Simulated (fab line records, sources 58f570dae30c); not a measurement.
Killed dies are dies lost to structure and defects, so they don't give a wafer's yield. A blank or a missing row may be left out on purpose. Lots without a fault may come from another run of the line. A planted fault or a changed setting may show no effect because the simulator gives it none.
Which tool did it? | flow berkeley_cmos170 | 12 lots, 36 wafers sampled, at 1 step of a route of 331

WHAT THE GAUGES READ, wafer by wafer
UCB170_NWELL_THK_MEAS_02.
lot  | measured    | on            | NWELL_OXIDE_THK (nm)
L075 | day 2 08:44 | film_metro-01 | 26.3 26.5 26.4
L077 | day 2 18:45 | film_metro-01 | 26.2 26.4 26.5
L080 | day 3 09:51 | film_metro-01 | 26.5 26.4 26.6
L079 | day 3 09:52 | film_metro-02 | 26.2 26.2 26.0
L083 | day 4 01:10 | film_metro-04 | 26.7 26.5 26.6
L085 | day 4 11:32 | film_metro-02 | 26.2 26.5 26.6
L087 | day 4 20:28 | film_metro-01 | 26.3 26.3 26.5
L088 | day 5 03:01 | film_metro-04 | 25.9 25.8 25.9
L092 | day 6 02:17 | film_metro-04 | 26.6 26.4 26.9
L093 | day 6 02:18 | film_metro-02 | 25.5 25.9 25.6
L095 | day 6 12:11 | film_metro-01 | 27.3 27.4 27.3
L096 | day 6 17:49 | film_metro-01 | 26.6 26.6 26.7

WHICH TOOL RAN EACH LOT (tool, then ch and the chambers of the sampled wafers, then the start)
The record holds no process step before these readings.

THE ANSWER, worked out from the rows above alone
Rule: what is usual is taken from the lots themselves. Put in order of their means at a reading, lots are off if they are a third of the lots or fewer, leave a main group of 4 or more, and stand apart from it by a gap of 3 or more times the standard deviation of the main group's means; of several such gaps the widest counts. A main group whose means are all the same, to the digits that the tables above print for the reading, isn't used. A lot without any number at a reading at which 4 lots or more have one is off too. The other lots that the step has rows for count as sound.
No lot is off at any reading shown: from this, nothing can be told.

WHAT THE SIMULATOR HAD PUT IN
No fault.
